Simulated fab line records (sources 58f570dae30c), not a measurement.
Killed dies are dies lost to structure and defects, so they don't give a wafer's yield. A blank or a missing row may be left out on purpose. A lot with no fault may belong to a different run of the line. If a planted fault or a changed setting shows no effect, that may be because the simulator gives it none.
What tool caused it? / flow berkeley_cmos170 / 14 lots, 42 wafers sampled, at 3 steps of a route of 331

## WHAT THE GAUGES SHOWED, per wafer
UCB170_SILICIDE_RS_MEAS_02: a four-point-probe measurement.
lot=L977; measured=day 7 11:45; on=film_metro-01; SILICIDE_TI_RS (ohm/sq)=25.3 25.4 25.5
lot=L980; measured=day 8 09:05; on=film_metro-02; SILICIDE_TI_RS (ohm/sq)=26.1 25.5 26.1
lot=L982; measured=day 8 09:23; on=film_metro-02; SILICIDE_TI_RS (ohm/sq)=26.0 25.8 25.5
lot=L981; measured=day 8 09:34; on=film_metro-02; SILICIDE_TI_RS (ohm/sq)=25.9 25.9 26.2
lot=L979; measured=day 8 09:41; on=film_metro-03; SILICIDE_TI_RS (ohm/sq)=26.0 25.6 26.1
lot=L984; measured=day 9 08:58; on=film_metro-02; SILICIDE_TI_RS (ohm/sq)=25.3 25.5 25.3
lot=L985; measured=day 9 09:07; on=film_metro-03; SILICIDE_TI_RS (ohm/sq)=26.1 26.4 26.2
lot=L983; measured=day 9 09:54; on=film_metro-03; SILICIDE_TI_RS (ohm/sq)=26.0 25.9 25.8
lot=L989; measured=day 9 17:10; on=film_metro-02; SILICIDE_TI_RS (ohm/sq)=26.1 21.6 21.6
lot=L990; measured=day 9 17:49; on=film_metro-02; SILICIDE_TI_RS (ohm/sq)=21.4 26.2 21.4
lot=L994; measured=day 11 02:40; on=film_metro-01; SILICIDE_TI_RS (ohm/sq)=26.3 26.0 25.7
lot=L995; measured=day 11 07:35; on=film_metro-02; SILICIDE_TI_RS (ohm/sq)=26.5 26.3 26.1
lot=L996; measured=day 11 22:20; on=film_metro-01; SILICIDE_TI_RS (ohm/sq)=26.4 26.2 26.4
lot=L999; measured=day 12 08:26; on=film_metro-03; SILICIDE_TI_RS (ohm/sq)=26.5 26.1 26.6

UCB170_SILICIDE_THK_MEAS_03: measures by xrf.
lot=L977; measured=day 7 11:52; on=film_metro-01; SILICIDE_TI_THK (nm)=30.5 30.4 30.2
lot=L980; measured=day 8 09:11; on=film_metro-02; SILICIDE_TI_THK (nm)=30.1 30.7 30.1
lot=L982; measured=day 8 09:31; on=film_metro-02; SILICIDE_TI_THK (nm)=30.2 30.6 30.8
lot=L981; measured=day 8 09:41; on=film_metro-02; SILICIDE_TI_THK (nm)=30.4 30.4 30.1
lot=L979; measured=day 8 09:48; on=film_metro-03; SILICIDE_TI_THK (nm)=30.3 30.8 30.1
lot=L984; measured=day 9 09:05; on=film_metro-02; SILICIDE_TI_THK (nm)=30.9 30.7 30.9
lot=L985; measured=day 9 09:14; on=film_metro-03; SILICIDE_TI_THK (nm)=30.4 30.0 30.0
lot=L983; measured=day 9 10:00; on=film_metro-03; SILICIDE_TI_THK (nm)=30.5 30.5 30.7
lot=L989; measured=day 9 17:17; on=film_metro-02; SILICIDE_TI_THK (nm)=30.0 35.4 35.4
lot=L990; measured=day 9 17:56; on=film_metro-02; SILICIDE_TI_THK (nm)=35.5 30.0 35.7
lot=L994; measured=day 11 02:47; on=film_metro-01; SILICIDE_TI_THK (nm)=29.7 30.1 30.5
lot=L995; measured=day 11 07:42; on=film_metro-02; SILICIDE_TI_THK (nm)=29.6 30.0 30.1
lot=L996; measured=day 11 22:26; on=film_metro-01; SILICIDE_TI_THK (nm)=29.7 30.0 29.8
lot=L999; measured=day 12 08:32; on=film_metro-03; SILICIDE_TI_THK (nm)=29.8 30.2 29.9

## WHICH TOOL RAN EACH LOT (tool, then ch and the chambers of the sampled wafers, then the start)
lot=L977; UCB170_SILICIDE_SPUTTER_01=pvd_sputter-04, day 7 11:43
lot=L980; UCB170_SILICIDE_SPUTTER_01=pvd_sputter-02, day 8 09:01
lot=L982; UCB170_SILICIDE_SPUTTER_01=pvd_sputter-01, day 8 09:22
lot=L981; UCB170_SILICIDE_SPUTTER_01=pvd_sputter-04, day 8 09:32
lot=L979; UCB170_SILICIDE_SPUTTER_01=pvd_sputter-02, day 8 09:38
lot=L984; UCB170_SILICIDE_SPUTTER_01=pvd_sputter-02, day 9 08:56
lot=L985; UCB170_SILICIDE_SPUTTER_01=pvd_sputter-01, day 9 09:04
lot=L983; UCB170_SILICIDE_SPUTTER_01=pvd_sputter-02, day 9 09:50
lot=L989; UCB170_SILICIDE_SPUTTER_01=pvd_sputter-04, day 9 17:08
lot=L990; UCB170_SILICIDE_SPUTTER_01=pvd_sputter-04, day 9 17:47
lot=L994; UCB170_SILICIDE_SPUTTER_01=pvd_sputter-01, day 11 02:38
lot=L995; UCB170_SILICIDE_SPUTTER_01=pvd_sputter-02, day 11 07:33
lot=L996; UCB170_SILICIDE_SPUTTER_01=pvd_sputter-02, day 11 22:16
lot=L999; UCB170_SILICIDE_SPUTTER_01=pvd_sputter-02, day 12 08:22
- UCB170_SILICIDE_SPUTTER_01: material Ti, target thk 30 nm, time 25 s.

## WHAT THE TOOLS THEMSELVES READ (means of the sampled wafers that have a number; where no wafer has one, the mark that the record gives instead)
UCB170_SILICIDE_SPUTTER_01.
lot=L977; tool=pvd_sputter-04; throttle_valve_pct (%)=30.6
lot=L980; tool=pvd_sputter-02; throttle_valve_pct (%)=30.1
lot=L982; tool=pvd_sputter-01; throttle_valve_pct (%)=29.7
lot=L981; tool=pvd_sputter-04; throttle_valve_pct (%)=29.6
lot=L979; tool=pvd_sputter-02; throttle_valve_pct (%)=29.9
lot=L984; tool=pvd_sputter-02; throttle_valve_pct (%)=29.7
lot=L985; tool=pvd_sputter-01; throttle_valve_pct (%)=29.8
lot=L983; tool=pvd_sputter-02; throttle_valve_pct (%)=29.6
lot=L989; tool=pvd_sputter-04; throttle_valve_pct (%)=30.4
lot=L990; tool=pvd_sputter-04; throttle_valve_pct (%)=30.2
lot=L994; tool=pvd_sputter-01; throttle_valve_pct (%)=29.8
lot=L995; tool=pvd_sputter-02; throttle_valve_pct (%)=30.5
lot=L996; tool=pvd_sputter-02; throttle_valve_pct (%)=29.2
lot=L999; tool=pvd_sputter-02; throttle_valve_pct (%)=29.2

## THE ANSWER, worked out from the rows above alone
Rule: the lots themselves supply what counts as usual. Put in order of their means at a reading, lots are off if they are a third of the lots or fewer, leave a main group of 4 or more, and stand apart from it by a gap of 3 or more times the standard deviation of the main group's means; of several such gaps the widest counts. If all means in a main group match to the digits the tables above print for the reading, that group is not used. A lot without any number at a reading at which 4 lots or more have one is off too. The other lots that the step has rows for count as sound. After the gauges, taken in route order, come the tools' own readings; for these a lot's mean is taken, as printed above. At the first step where some lot is off, the reading lying furthest off is the one used; lots without a number count as furthest.
Off: at UCB170_SILICIDE_RS_MEAS_02 (SILICIDE_TI_RS), L989, L990. Main group: mean 26.0 ohm/sq, sd 0.32.
If a tool, at a process step before that reading, ran all the lots that are off and no sound lot after the first of them, it fits. Those tools and the gauges at UCB170_SILICIDE_RS_MEAS_02 are tried in the same way. One fits: pvd_sputter-04 at UCB170_SILICIDE_SPUTTER_01. A fault onset in the window from L981 (day 8 09:32, its last sound lot) to L989 (day 9 17:08, its first lot off) fits.

## WHAT THE SIMULATOR PUT IN
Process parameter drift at UCB170_SILICIDE_SPUTTER_01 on pvd_sputter-04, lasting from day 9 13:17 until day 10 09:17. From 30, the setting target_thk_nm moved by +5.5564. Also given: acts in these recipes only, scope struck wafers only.
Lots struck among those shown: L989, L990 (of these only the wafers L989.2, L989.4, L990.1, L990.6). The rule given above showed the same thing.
